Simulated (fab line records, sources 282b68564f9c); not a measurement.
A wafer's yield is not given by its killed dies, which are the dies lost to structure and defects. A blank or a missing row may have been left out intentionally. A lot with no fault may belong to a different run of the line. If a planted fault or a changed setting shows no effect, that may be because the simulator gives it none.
Problem report in the 8D (eight disciplines) form, filled by code || flow rit-cmos || the parts of the form that need people (team, actions taken, sign-off) are left out

1. THE PROBLEM
NWELL_RS at RIT_WELLDRIVE_RS_MEAS_01 reads a mean of 261.6 ohm/sq on 6 wafers of 2 lots; wafers without a fault read 275.6 ohm/sq with a standard deviation of 0.68. Measured from the usual mean, that is -21 standard deviations.
The step: measures by four-point-probe.
First seen on wafer L863.3, day 4 10:11, on film-metro-02. The record holds 42 wafers of 14 lots with a number at this step. Rule for "out", or "out of limits": more than 4 standard deviations from the usual mean. The other wafers with a number count as sound.

2. WHAT IT IS, WHAT IT ISN'T
{"question": "which readings at this step", "is": "NWELL_RS", "is not": "-"}
{"question": "which lots", "is": "L863, L867", "is not": "L854, L855, L856, L859, L862, L868, L869, L871, L872, L874, L875, L876"}
{"question": "which wafers of those lots", "is": "all that have a number", "is not": "-"}
{"question": "read on which gauges", "is": "film-metro-01, film-metro-02", "is not": "film-metro-03"}
{"question": "when", "is": "from day 4 10:11", "is not": "up to then (15 sound wafers); but 21 sound wafers of L868, L869, L871, L872, L874, L875, L876 came after"}

3. THE SUSPECTS, EACH WITH WHAT RULES IT OUT
Counting: a tool at a process step up to the reading stays a suspect if it ran every lot that is out and no sound lot after the first of them.
- ruled out: the gauge at RIT_WELLDRIVE_RS_MEAS_01. Those wafers that are out were read across 2 gauges (film-metro-01, film-metro-02).
- furnace-03 at RIT_WELLDRIVE_ANNEAL_00 (time 14700 s): kept. Every lot that is out went through it, starting with L863 (day 4 05:03), and after that it ran no sound lot; the last sound lot it ran before then is L859 (day 3 10:41). On those wafers its own readings are out: run-length-s.
After counting, what remains is furnace-03 at RIT_WELLDRIVE_ANNEAL_00.

4. THE CAUSE (what the simulator had put in)
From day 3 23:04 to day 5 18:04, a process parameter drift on furnace-03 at RIT_WELLDRIVE_ANNEAL_00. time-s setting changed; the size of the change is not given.
After counting, this tool was the only one left.

5. THE EFFECT CHAIN, in route order
Each row: a reading whose mean over the struck wafers that have a number lies more than 3 standard deviations from the usual. Readings are gone through only where the record gives a usual standard deviation; hours: the median, over the lots, of the time from a lot's start at the first step in this table giving one to that lot's start at this step; sigmas: the change measured in usual standard deviations.
{"hours": 0, "step": "RIT_WELLDRIVE_ANNEAL_00", "reading": "run-length-s", "usual": "18264 s", "on struck wafers": 23416, "change": "+5152", "sigmas": "+99 or more"}
{"hours": 5, "step": "RIT_WELLDRIVE_RS_MEAS_01", "reading": "NWELL_RS", "usual": "275.6 ohm/sq", "on struck wafers": 261.6, "change": -14.1, "sigmas": -21}
{"hours": 5, "step": "RIT_WELLDRIVE_RS_MEAS_02", "reading": "PWELL_RS", "usual": "430.1 ohm/sq", "on struck wafers": 414.6, "change": -15.5, "sigmas": -13}
Here are the process steps it includes:
- RIT_WELLDRIVE_ANNEAL_00: time 14700 s.

6. WHAT WOULD HAVE CAUGHT IT SOONER
The first out-of-limits reading at a measuring or inspecting step in this record came at day 4 10:11, 11 hours after the fault's start at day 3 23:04.
At RIT_WELLDRIVE_ANNEAL_00, the tool's own readings (run-length-s) were out on each struck wafer the step has a row for, so an alarm limit on them would have fired on the first such wafer.
Of the lots that are out (2), L867 began RIT_WELLDRIVE_ANNEAL_00 on furnace-03 after day 4 10:11. Holding the tool at that time would have saved it.
